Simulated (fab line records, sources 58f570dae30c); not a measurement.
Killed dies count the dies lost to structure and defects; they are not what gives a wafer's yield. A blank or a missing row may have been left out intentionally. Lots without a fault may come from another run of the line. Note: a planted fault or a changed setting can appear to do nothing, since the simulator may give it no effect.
Chamber matching -- flow berkeley_cmos170 -- 4 sister chambers for UCB170_M2_ETCH_17 on rie_diel-04
The step etches BARC in N2/H2. 14 wafers are shown with their chamber, then 7 later ones without.

WAFERS, EACH WITH ITS CHAMBER
wafer,chamber,throttle_valve_pct (%),oes_product_au (a.u.),chamber_pressure_mTorr (mTorr)
L975.1,0,13.35,0.997,30.026
L975.4,3,13.40,1.000,30.021
L975.5,0,13.34,0.988,30.016
L974.1,0,13.35,0.993,30.062
L974.2,1,12.99,0.975,30.019
L974.6,1,12.99,0.993,30.018
L980.1,0,13.35,0.991,29.989
L980.5,3,13.40,1.010,30.041
L980.6,1,13.00,0.986,30.005
L983.2,1,12.98,0.981,29.977
L983.3,2,13.57,0.999,30.061
L983.4,0,13.36,0.983,30.037
L994.1,1,13.00,0.984,30.007
L994.2,3,13.40,1.003,30.036

SIGNATURES, as means of the wafers listed above
reading,chamber 0,chamber 1,chamber 2,chamber 3,scatter within a chamber
throttle_valve_pct,13.3500,12.9920,13.5700,13.4000,0.00693
oes_product_au,0.99040,0.98380,0.99900,1.00433,0.00582
chamber_pressure_mTorr,30.02600,30.00520,30.06100,30.03267,0.0206
Rule: for each reading, subtract the chamber's mean from the wafer's reading, divide by that reading's scatter and square the result; add these up over the readings and take the root, which gives the wafer's distance from the chamber. If the next closest chamber is less than 2 further off than the closest, the wafer can't be placed; otherwise it belongs to the closest. How the scatter is found: for the shown wafers, subtract from each reading the mean of its chamber, square and add these, divide the total by (wafers less chambers), then take the root.

WAFERS WHOSE CHAMBER IS MISSING
wafer,throttle_valve_pct (%),oes_product_au (a.u.),chamber_pressure_mTorr (mTorr)
L994.5,13.41,1.015,30.002
L993.2,13.34,0.989,30.066
L993.3,13.56,0.997,30.000
L993.4,13.40,1.003,29.942
L997.2,13.01,0.987,30.040
L997.3,13.35,0.991,30.015
L997.6,13.59,0.998,30.037

CHAMBER TAKEN BY EACH
wafer,from the rows above,in truth
L994.5,3,3
L993.2,0,0
L993.3,2,2
L993.4,3,3
L997.2,1,1
L997.3,0,0
L997.6,2,2
Placed correctly: 7 of 7. From these rows, 0 cannot be placed. 0 placed wrongly.
